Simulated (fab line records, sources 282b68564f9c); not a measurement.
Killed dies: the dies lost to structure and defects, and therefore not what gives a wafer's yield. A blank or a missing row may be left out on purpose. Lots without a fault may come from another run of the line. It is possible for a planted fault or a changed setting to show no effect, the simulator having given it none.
What tool caused it? ; flow rit-cmos ; 42 wafers from 14 lots sampled at 6 of the route's 202 steps

## WHAT THE GAUGES SHOWED, per wafer
RIT_SPACER_THK_MEAS_04.
lot;measured;on;SPACER_NITRIDE_THK (nm)
L825;day 2 20:47;film-metro-02;252.4 252.5 250.9
L826;day 3 02:48;film-metro-03;251.0 252.0 251.5
L827;day 3 08:36;film-metro-02;253.2 253.3 252.2
L828;day 3 12:51;film-metro-03;249.6 249.8 252.8
L830;day 3 21:55;film-metro-04;252.5 252.9 253.7
L831;day 4 04:31;film-metro-03;248.1 248.2 252.5
L833;day 4 15:08;film-metro-04;253.1 254.5 254.0
L838;day 5 20:51;film-metro-02;167.0 170.0 170.2
L839;day 6 02:00;film-metro-04;172.2 168.0 170.2
L840;day 6 05:31;film-metro-02;252.7 250.4 248.5
L841;day 6 13:55;film-metro-02;250.0 249.3 247.6
L842;day 6 17:11;film-metro-02;253.9 251.1 254.8
L844;day 7 07:10;film-metro-04;253.5 251.4 252.0
L845;day 7 09:07;film-metro-03;247.9 247.2 248.7

RIT_CONTACT_CD_MEAS_90: the cd target is 1000 nm.
lot;measured;on;cd-nm (nm)
L825;day 3 03:41;cd-sem-02;999.2 999.8 1000.5
L826;day 3 09:03;cd-sem-02;999.4 998.9 998.7
L827;day 3 15:13;cd-sem-02;996.3 996.8 999.3
L828;day 3 19:26;cd-sem-02;997.8 999.1 997.6
L830;day 4 04:37;cd-sem-01;999.6 997.6 998.9
L831;day 4 11:05;cd-sem-02;1003.9 1003.7 1001.6
L833;day 4 21:35;cd-sem-02;999.6 997.3 998.1
L838;day 6 03:13;cd-sem-02;998.5 997.0 1000.0
L839;day 6 08:22;cd-sem-02;1000.5 1001.9 999.0
L840;day 6 11:59;cd-sem-02;1002.8 1002.0 1001.9
L841;day 6 22:11;cd-sem-02;1002.6 1000.2 1003.2
L842;day 6 23:26;cd-sem-02;993.5 992.2 993.5
L844;day 7 14:00;cd-sem-02;999.9 1000.2 998.9
L845;day 7 15:59;cd-sem-02;997.7 999.6 999.8

## WHAT TOOL EACH LOT RAN ON (gives the tool, then ch and the chambers of the sampled wafers, and finally the start)
lot;RIT_GATE_STRIP_20;RIT_SPACER_CVD_03;RIT_SPACER_ETCHBACK_05;RIT_SDANNEAL_RTA_03
L825;plasma-asher-04 ch 0, day 2 12:10;lpcvd-01 ch 1, day 2 18:52;rie-diel-01 ch 0,1,2, day 2 20:50;rtp-anneal-02 ch 0, day 3 00:36
L826;plasma-asher-01 ch 0,1, day 2 17:58;lpcvd-02 ch 1, day 3 00:52;rie-diel-01 ch 0,3, day 3 02:51;rtp-anneal-01 ch 0, day 3 06:14
L827;plasma-asher-04 ch 0,1, day 2 23:49;lpcvd-01 ch 1, day 3 06:41;rie-diel-04 ch 0,1,3, day 3 08:39;rtp-anneal-02 ch 0, day 3 12:16
L828;plasma-asher-01 ch 0,1, day 3 04:07;lpcvd-02 ch 1, day 3 10:56;rie-diel-02 ch 1,2,3, day 3 12:55;rtp-anneal-01 ch 0, day 3 16:23
L830;plasma-asher-04 ch 0,1, day 3 13:06;lpcvd-01 ch 0, day 3 19:59;rie-diel-02 ch 0,3, day 3 21:58;rtp-anneal-01 ch 0, day 4 01:49
L831;plasma-asher-02 ch 0,1, day 3 19:53;lpcvd-01 ch 0, day 4 02:36;rie-diel-01 ch 1,2,3, day 4 04:34;rtp-anneal-02 ch 0, day 4 08:06
L833;plasma-asher-04 ch 0,1, day 4 05:40;lpcvd-01 ch 0, day 4 13:13;rie-diel-02 ch 0,3, day 4 15:11;rtp-anneal-02 ch 0, day 4 18:41
L838;plasma-asher-02 ch 0,1, day 5 10:32;lpcvd-02 ch 0, day 5 17:58;rie-diel-04 ch 1,2, day 5 20:54;rtp-anneal-01 ch 0, day 6 00:23
L839;plasma-asher-02 ch 0,1, day 5 15:29;lpcvd-02 ch 1, day 6 00:05;rie-diel-02 ch 1,2,3, day 6 02:04;rtp-anneal-02 ch 0, day 6 05:25
L840;plasma-asher-02 ch 0,1, day 5 19:26;lpcvd-01 ch 1, day 6 03:36;rie-diel-04 ch 0,1,2, day 6 05:34;rtp-anneal-01 ch 0, day 6 09:08
L841;plasma-asher-01 ch 0,1, day 6 05:13;lpcvd-01 ch 0, day 6 11:59;rie-diel-01 ch 0,1,2, day 6 13:58;rtp-anneal-02 ch 0, day 6 17:28
L842;plasma-asher-02 ch 0,1, day 6 07:04;lpcvd-01 ch 1, day 6 15:15;rie-diel-02 ch 0,1,3, day 6 17:13;rtp-anneal-01 ch 0, day 6 20:36
L844;plasma-asher-01 ch 0,1, day 6 20:14;lpcvd-01 ch 1, day 7 05:15;rie-diel-04 ch 1,2,3, day 7 07:13;rtp-anneal-01 ch 0, day 7 11:04
L845;plasma-asher-01 ch 0,1, day 6 22:45;lpcvd-01 ch 0, day 7 07:10;rie-diel-01 ch 1,2,3, day 7 09:13;rtp-anneal-02 ch 0, day 7 12:39
- RIT_GATE_STRIP_20: strips in O2, time 180 s.
- RIT_SPACER_CVD_03: deposits Si3N4 from SiH2Cl2/NH3, target thk 250 nm, time 3300 s.
- RIT_SPACER_ETCHBACK_05: etches Si3N4 in SF6/CHF3, stops on SiO2, target depth 250 nm, time 240 s.
- RIT_SDANNEAL_RTA_03: time 5 s.

## WHAT THE TOOLS THEMSELVES READ (means of the sampled wafers that have a number; where no wafer has one, the mark that the record gives instead)
RIT_GATE_STRIP_20.
lot;tool;drypump-motor-current-A (A)
L825;plasma-asher-04;5.07
L826;plasma-asher-01;5.48
L827;plasma-asher-04;5.00
L828;plasma-asher-01;5.46
L830;plasma-asher-04;5.02
L831;plasma-asher-02;5.24
L833;plasma-asher-04;5.01
L838;plasma-asher-02;5.37
L839;plasma-asher-02;5.23
L840;plasma-asher-02;5.38
L841;plasma-asher-01;5.49
L842;plasma-asher-02;5.24
L844;plasma-asher-01;5.47
L845;plasma-asher-01;5.48

RIT_SPACER_CVD_03.
lot;tool;spike-tc-load-C (C)
L825;lpcvd-01;836.0
L826;lpcvd-02;837.8
L827;lpcvd-01;834.8
L828;lpcvd-02;837.6
L830;lpcvd-01;832.8
L831;lpcvd-01;833.4
L833;lpcvd-01;834.1
L838;lpcvd-02;835.1
L839;lpcvd-02;837.5
L840;lpcvd-01;834.2
L841;lpcvd-01;832.9
L842;lpcvd-01;835.3
L844;lpcvd-01;835.3
L845;lpcvd-01;834.1

RIT_SPACER_ETCHBACK_05.
lot;tool;drypump-motor-current-A (A);oes-product-au (a.u.);throttle-valve-pct (%)
L825;rie-diel-01;5.7;0.841;10.19
L826;rie-diel-01;6.1;0.833;10.26
L827;rie-diel-04;5.5;0.855;10.40
L828;rie-diel-02;5.2;0.842;10.24
L830;rie-diel-02;5.3;0.829;10.14
L831;rie-diel-01;5.7;0.839;10.13
L833;rie-diel-02;5.3;0.829;10.21
L838;rie-diel-04;5.6;0.654;10.39
L839;rie-diel-02;5.2;0.648;10.18
L840;rie-diel-04;5.5;0.850;10.48
L841;rie-diel-01;5.7;0.836;10.19
L842;rie-diel-02;5.2;0.839;10.19
L844;rie-diel-04;5.4;0.858;10.32
L845;rie-diel-01;5.7;0.833;10.12

RIT_SDANNEAL_RTA_03.
lot;tool;wafer_temp_C_max
L825;rtp-anneal-02;1054.5
L826;rtp-anneal-01;1053.4
L827;rtp-anneal-02;1055.0
L828;rtp-anneal-01;1053.9
L830;rtp-anneal-01;1054.1
L831;rtp-anneal-02;1052.7
L833;rtp-anneal-02;1053.4
L838;rtp-anneal-01;1052.9
L839;rtp-anneal-02;1053.6
L840;rtp-anneal-01;1054.2
L841;rtp-anneal-02;1051.3
L842;rtp-anneal-01;1055.2
L844;rtp-anneal-01;1053.6
L845;rtp-anneal-02;1053.5

## THE ANSWER, worked out from the rows above alone
Rule: usual is defined by the lots themselves. Put in order of their means at a reading, lots are off if they are a third of the lots or fewer, leave a main group of 4 or more, and stand apart from it by a gap of 3 or more times the standard deviation of the main group's means; of several such gaps the widest counts. If all means in a main group match to the digits the tables above print for the reading, that group is not used. Also off: a lot with no number at a reading for which 4 or more lots have one. All remaining lots with rows at the step are treated as sound. After the gauges, taken in route order, come the tools' own readings; for these a lot's mean is taken, as printed above. At the first step where some lot is off, the reading lying furthest off is the one used; lots without a number count as furthest.
Off: L838, L839, at RIT_SPACER_THK_MEAS_04 (SPACER_NITRIDE_THK). The main group: mean 251.4 nm, standard deviation 1.8.
A tool fits if, at a process step before that reading, it ran every lot that is off, and no sound lot after the first of them. The gauges at RIT_SPACER_THK_MEAS_04 aren't tried: what is off there is off at RIT_SPACER_ETCHBACK_05 too, on other tools, and a gauge's error can't cause that. One fits: lpcvd-02 at RIT_SPACER_CVD_03. Its last sound lot is L828 (day 3 10:56), its first lot that is off L838 (day 5 17:58): a fault that began between those two fits.

## WHAT HAD BEEN PUT IN BY THE SIMULATOR
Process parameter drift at RIT_SPACER_CVD_03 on lpcvd-02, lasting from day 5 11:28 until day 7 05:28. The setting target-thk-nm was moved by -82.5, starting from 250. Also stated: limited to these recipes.
Lots struck among those shown: L838, L839. The rule given above showed the same thing.
